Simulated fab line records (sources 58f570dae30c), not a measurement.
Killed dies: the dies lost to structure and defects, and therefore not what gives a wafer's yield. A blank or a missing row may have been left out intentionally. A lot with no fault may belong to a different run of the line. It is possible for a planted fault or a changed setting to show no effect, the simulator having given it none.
A struck lot beside a sound one + flow berkeley-cmos170 + 22 steps out of a route of 331
Sound: these wafers, L421.1, L421.4, L421.5. Wafers struck: L429.2, L429.5, L429.6. The cause is named last.
For every step that has rows: the tool of each side, followed by ch and its chambers, followed by its first start. Under that, the readings that differ: sound wafers + struck wafers + difference of the means + sigmas: that difference in standard deviations of wafers without a fault.
alike: readings whose means differ by less than 2 such deviations, and words and numbers that are the same on both sides. not compared: withheld readings, readings that some wafer has no value for, bounds like >300 that may hide the same value, and numbers for which the record gives no deviation and whose values overlap.
Wherever a step has rows on one side only, a row that says differs or no value, or a row with sigmas, the two part there. Numbers that don't overlap but have no deviation are shown without sigmas and don't part them. Lack of a reading on every wafer of one side parts them only where that side has two or more wafers.

first, 1 step without rows for these wafers: UCB170_PVT_IMPLANT_07.
UCB170_PVT_STRIP_08: strips in O2.
  sound on plasma-asher-01 ch 0,1, day 5 04:23; struck on plasma-asher-01 ch 0,1, day 7 05:13
  alike: drypump-motor-current-A, oes-product-au, strip-time-to-endpoint-s
  not compared: rf-hours-counter-h
UCB170_PVT_TW_MEAS_09:
  struck on film-metro-03, day 7 05:20; sound on film-metro-03, day 5 04:29
  alike: PVT_TW
then, 1 step without rows for these wafers: UCB170_GATE_WET_ETCH_00 (etches SiO2 in dHF, time 200 s).
UCB170_FIELD_THK_MEAS_91:
  struck on film-metro-04, day 7 05:28; sound on film-metro-03, day 5 04:38
  alike: FIELD_OXIDE_LEFT_2_THK
then, 1 step without rows for these wafers: UCB170_GATE_OXIDATION_01 (target thk 6.6 nm, ox time 1800 s).
UCB170_GATE_THK_MEAS_02:
  struck on film-metro-04, day 7 08:37; sound on film-metro-01, day 5 10:48
| reading             | sound          | struck         | difference | sigmas |
|---------------------|----------------|----------------|------------|--------|
| GATE_OXIDE_THK (nm) | 6.81 6.74 6.61 | 6.43 6.38 6.45 | -0.30      | -2     |
then, 2 steps without rows for these wafers: UCB170_GATE_ANNEAL_03 (time 1800 s); UCB170_GATE_CVD_04 (deposits poly-Si from SiH4, time 1440 s, target thk 214 nm).
UCB170_GATE_THK_MEAS_05:
  struck on film-metro-04, day 7 13:14; sound on film-metro-01, day 5 19:16
  alike: GATE_POLY_THK
then, 2 steps without rows for these wafers: UCB170_GATE_COAT_06; UCB170_GATE_COAT_07 (resist thk 900 nm).
UCB170_GATE_SOFTBAKE_08: time 60 s.
  sound on litho-track-01 ch 0, day 5 19:00; struck on litho-track-01 ch 0, day 7 13:00
| reading                               | sound                | struck               | difference | sigmas      |
|---------------------------------------|----------------------|----------------------|------------|-------------|
| heater-power-total-W (W)              | 56.77 56.83 56.78    | 65.62 65.57 65.57    | +8.79      | +99 or more |
| plate-temp-C (C)                      | 130.01 130.19 130.12 | 145.27 145.18 145.20 | +15.11     | +99 or more |
| model.KrF_of_GATE_COAT_07.thk-nm (nm) | 902.2 902.9 903.8    | 885.1 885.7 885.7    | -17.5      |             |
then, 3 steps without rows for these wafers: UCB170_GATE_EXPOSE_09 (exposes mask POLY, target cd 350 nm); UCB170_GATE_PEB_10; UCB170_GATE_DEVELOP_11 (develop time 45 s).
UCB170_GATE_CD_MEAS_12: target cd 350 nm.
  struck on cd-sem-02, day 7 14:08; sound on cd-sem-01, day 5 21:13
| reading    | sound             | struck            | difference | sigmas |
|------------|-------------------|-------------------|------------|--------|
| cd-nm (nm) | 349.8 349.8 350.2 | 299.4 299.4 299.3 | -50.6      | -39    |
UCB170_GATE_OVL_MEAS_13:
  struck on overlay-01, day 7 14:15; sound on overlay-01, day 5 21:20
  alike: GATE_OVL
UCB170_GATE_ETCH_14: etches BARC in N2/H2.
  sound on rie-diel-02 ch 0,2,3, day 5 21:22; struck on rie-diel-02 ch 0,2,3, day 7 14:17
  alike: drypump-motor-current-A, n2-flow-sccm, oes-product-au, throttle-valve-pct
UCB170_GATE_ETCH_15: etches poly-Si in HBr/Cl2, stops on SiO2, time 56.3 s, target depth 278.2 nm.
  sound on rie-si-01 ch 0,1,3, day 5 21:25; struck on rie-si-01 ch 1,3, day 7 14:19
| reading                               | sound           | struck            | difference | sigmas |
|---------------------------------------|-----------------|-------------------|------------|--------|
| model.GATE.cd-nm (nm)                 | 349 348.5 351.1 | 298.3 298.7 299.7 | -50.6      |        |
| model.KrF_of_GATE_COAT_07.thk-nm (nm) | 775.9 783 780.2 | 764.3 762.8 765.4 | -15.5      |        |
  alike: drypump-motor-current-A, oes-product-au, throttle-valve-pct
  not compared: rf-hours-counter-h
UCB170_GATE_STRIP_16: strips in O2.
  sound on plasma-asher-02 ch 0,1, day 5 21:28; struck on plasma-asher-01 ch 0,1, day 7 14:22
  alike: drypump-motor-current-A, oes-product-au
  not compared: rf-hours-counter-h
UCB170_M3_PROBE_99:
  struck on prober-02, day 9 04:28; sound on prober-01, day 7 14:03
| reading                              | sound             | struck            | difference | sigmas |
|--------------------------------------|-------------------|-------------------|------------|--------|
| model.etest.pmos_0p35.r-on-ohm-um    | 4506 4621 4664    | 3839 3757 3885    | -770       |        |
| model.etest.pmos_0p6.r-on-ohm-um     | 8373 8349 8513    | 7654 7506 7663    | -804       |        |
| model.etest.nmos_0p35.r-on-ohm-um    | 1454 1468 1476    | 1277 1272 1305    | -181       |        |
| model.etest.nmos_0p6.r-on-ohm-um     | 2280 2282 2284    | 2099 2088 2115    | -181       |        |
| model.etest.pmos-turned.drive-ua-um  | 303.9 300.3 298.3 | 368.6 372.2 363.5 | +67.3      |        |
| model.etest.pmos_0p35.drive-ua-um    | 290.3 288.6 283.8 | 348.9 356.2 343.3 | +61.9      |        |
| model.etest.npoly-line.width-nm (nm) | 321.4 319.6 322.2 | 269.7 270.8 272.4 | -50.1      |        |
| model.etest.ppoly-line.width-nm (nm) | 320.7 320.6 321.5 | 269.5 269.4 271.6 | -50.8      |        |

== WHERE THEY PART ==
Earliest at UCB170_GATE_THK_MEAS_02; latest, in this record, at UCB170_GATE_CD_MEAS_12. Later steps at which nothing parts them and some readings are alike: UCB170_GATE_OVL_MEAS_13, UCB170_GATE_ETCH_14, UCB170_GATE_ETCH_15, UCB170_GATE_STRIP_16.

WHY: what had been put in by the simulator
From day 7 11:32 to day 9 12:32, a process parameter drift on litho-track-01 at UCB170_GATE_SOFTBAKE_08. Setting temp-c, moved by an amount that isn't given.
